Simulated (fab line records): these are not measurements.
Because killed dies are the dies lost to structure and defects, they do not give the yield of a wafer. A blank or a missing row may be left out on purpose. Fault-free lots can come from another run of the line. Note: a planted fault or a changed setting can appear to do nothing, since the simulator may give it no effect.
A struck lot beside a sound one || flow berkeley-cmos170 || 43 steps out of a route of 331
Sound: these wafers, L974.2, L974.4, L974.6. Wafers struck: L985.1, L985.4, L985.5. At the end, the cause is stated.
For every step that has rows: the tool of each side, followed by ch and its chambers, followed by its first start. Under that, the readings that differ: sound wafers || struck wafers || difference of the means || sigmas: that difference in standard deviations of wafers without a fault.
alike: readings whose means differ by less than 2 such deviations, and words and numbers that are the same on both sides. not compared: withheld readings, readings that some wafer has no value for, bounds like >300 that may hide the same value, and numbers for which the record gives no deviation and whose values overlap.
A row with sigmas, a row that says differs or no value, or rows on one side alone: a step with any of these is where the two part. Numbers that don't overlap but have no deviation are shown without sigmas and don't part them. A reading missing from all wafers of one side parts the sides only when that side holds two or more wafers.

UCB170_ACTIVE_OVL_MEAS_14:
  sound: overlay-01 at day 5 09:44; struck: overlay-01 at day 7 12:45
  alike: ACTIVE_OVL
UCB170_ACTIVE_ETCH_15: etches Si3N4 in CH3F/Ar/O2, stops on SiO2, target depth 242 nm, time 151 s.
  sound on rie-diel-01 ch 0,1,3, day 5 09:46; struck on rie-diel-01 ch 1,2,3, day 7 12:47
  alike: drypump-motor-current-A, oes-product-au, throttle-valve-pct
  not compared: rf-hours-counter-h
UCB170_ACTIVE_STRIP_16: strips in O2.
  sound on plasma-asher-02 ch 1, day 5 09:52; struck on plasma-asher-04 ch 1, day 7 12:53
  alike: drypump-motor-current-A, oes-product-au, strip-time-to-endpoint-s
  not compared: rf-hours-counter-h
UCB170_ACTIVE_CD_MEAS_90: target cd 1200 nm.
  sound: cd-sem-02 at day 5 09:59; struck: cd-sem-01 at day 7 12:59
  alike: cd-nm
then, 7 steps without rows for these wafers: UCB170_ACTIVE_CLEAN_17 (cleans in SPM, time 600 s); UCB170_PFIELD_HMDS_00 (prime time 60 s); UCB170_PFIELD_COAT_01 (resist thk 900 nm); UCB170_PFIELD_SOFTBAKE_02 (time 60 s); UCB170_PFIELD_EXPOSE_03 (exposes mask PFIELD, target cd 1500 nm); UCB170_PFIELD_PEB_04; UCB170_PFIELD_DEVELOP_05 (develop time 45 s).
UCB170_PFIELD_OVL_MEAS_06:
  sound: overlay-02 at day 5 12:17; struck: overlay-02 at day 7 14:47
  alike: PFIELD_OVL
UCB170_PFIELD_IMPLANT_07:
  sound on implanter-04 ch 0, day 5 12:21; struck on implanter-04 ch 0, day 7 14:49
  alike: faraday-current-uA
UCB170_PFIELD_STRIP_08: strips in O2.
  sound on plasma-asher-03 ch 0,1, day 5 12:28; struck on plasma-asher-03 ch 0,1, day 7 14:58
  alike: drypump-motor-current-A, oes-product-au, strip-time-to-endpoint-s
  not compared: rf-hours-counter-h
UCB170_PFIELD_TW_MEAS_09:
  sound: film-metro-02 at day 5 12:35; struck: film-metro-02 at day 7 15:05
{"reading": "PFIELD_TW", "sound": "596 599 597", "struck": "590 587 590", "difference": -8, "sigmas": -3}
then, 2 steps without rows for these wafers: UCB170_FIELD_CLEAN_00 (cleans in dHF, time 7.5 s); UCB170_FIELD_OXIDATION_01 (target thk 558.3 nm, ox time 7200 s).
UCB170_FIELD_THK_MEAS_02:
  sound: film-metro-04 at day 5 20:05; struck: film-metro-03 at day 8 03:52
{"reading": "FIELD_OXIDE_THK (nm)", "sound": "569 575 577", "struck": "545 546 538", "difference": -31, "sigmas": -2}
then, 4 steps without rows for these wafers: UCB170_FIELD_ANNEAL_03 (time 1200 s); UCB170_FIELD_WET_ETCH_04 (etches SiO2 in dHF, time 60 s); UCB170_FIELD_WET_ETCH_05 (etches Si3N4 in H3PO4, time 12600 s); UCB170_FIELD_WET_ETCH_06 (etches SiO2 in BOE, time 22 s).
UCB170_FIELD_THK_MEAS_90:
  sound: film-metro-02 at day 6 06:54; struck: film-metro-04 at day 8 21:55
{"reading": "FIELD_OXIDE_LEFT_1_THK (nm)", "sound": "452 458 461", "struck": "429 430 422", "difference": -30, "sigmas": -2}
then, 2 steps without rows for these wafers: UCB170_SACOX_CLEAN_00 (cleans in dHF, time 7.5 s); UCB170_SACOX_OXIDATION_01 (target thk 14.4 nm, ox time 2447 s).
UCB170_SACOX_THK_MEAS_02:
  sound: film-metro-01 at day 6 11:41; struck: film-metro-04 at day 9 07:31
  alike: SACOX_OXIDE_THK
then, 2 steps without rows for these wafers: UCB170_SCREENOX_WET_ETCH_00 (etches SiO2 in dHF, time 200 s); UCB170_SCREENOX_OXIDATION_01 (target thk 14.4 nm, ox time 2400 s).
UCB170_SCREENOX_THK_MEAS_02:
  sound: film-metro-03 at day 6 17:31; struck: film-metro-01 at day 9 14:41
{"reading": "SCREENOX_OXIDE_THK (nm)", "sound": "15.0 15.0 15.1", "struck": "14.1 14.2 14.3", "difference": -0.8, "sigmas": -3}
then, 7 steps without rows for these wafers: UCB170_SCREENOX_ANNEAL_03 (time 900 s); UCB170_NVT_HMDS_00 (prime time 60 s); UCB170_NVT_COAT_01 (resist thk 900 nm); UCB170_NVT_SOFTBAKE_02 (time 60 s); UCB170_NVT_EXPOSE_03 (exposes mask PWELL, target cd 3000 nm); UCB170_NVT_PEB_04; UCB170_NVT_DEVELOP_05 (develop time 45 s).
UCB170_NVT_OVL_MEAS_06:
  sound: overlay-01 at day 7 01:24; struck: overlay-02 at day 9 23:08
  alike: NVT_OVL
following that, these wafers have no rows for 1 step: UCB170_NVT_IMPLANT_07.
UCB170_NVT_STRIP_08: strips in O2.
  sound on plasma-asher-03 ch 0,1, day 7 01:35; struck on plasma-asher-01 ch 0,1, day 9 23:19
{"reading": "drypump-motor-current-A (A)", "sound": "5.5 5.6 5.1", "struck": "6.6 6.5 6.5", "difference": "+1.1", "sigmas": "+2"}
  alike: oes-product-au, strip-time-to-endpoint-s
  not compared: rf-hours-counter-h
UCB170_NVT_TW_MEAS_09:
  sound: film-metro-01 at day 7 01:41; struck: film-metro-03 at day 9 23:25
{"reading": "NVT_TW", "sound": "518.2 522.3 524.1", "struck": "527.8 525.4 527.1", "difference": "+5.2", "sigmas": "+2"}
then, 2 steps without rows for these wafers: UCB170_NVT_CLEAN_10 (cleans in SPM, time 600 s); UCB170_PVT_HMDS_00 (prime time 60 s).
-- the record jumps here: 2 days lie between the struck wafers' starts before and after (it left off in module PVT and takes up again in module M3, whose first step shown is number 331 of the route) --
UCB170_M3_PROBE_99:
  sound: prober-02 at day 9 20:04; struck: prober-02 at day 12 11:10
{"reading": "model.etest.field-n.vt-v-range", "sound": "0.1779 0.1396 0.3336", "struck": "2.028 2.189 2.025", "difference": "+1.864", "sigmas": ""}
{"reading": "model.etest.field-n-metal.vt-v (V)", "sound": "52.24 53.03 53.24", "struck": "51.17 51.97 50.52", "difference": -1.62, "sigmas": ""}
{"reading": "model.etest.field-n.vt-v-rim-less-centre", "sound": "-0.004561 0.04604 0.01142", "struck": "-0.304 -0.3066 -0.3359", "difference": -0.333, "sigmas": ""}
{"reading": "model.etest.diode-nplus-pwell.bv-v (V)", "sound": "12.63 12.72 12.74", "struck": "12.52 12.35 12.41", "difference": -0.27, "sigmas": ""}

== WHERE THEY PART ==
First at UCB170_PFIELD_TW_MEAS_09; last, within this record, at UCB170_NVT_TW_MEAS_09.

WHY: what the simulator had put in
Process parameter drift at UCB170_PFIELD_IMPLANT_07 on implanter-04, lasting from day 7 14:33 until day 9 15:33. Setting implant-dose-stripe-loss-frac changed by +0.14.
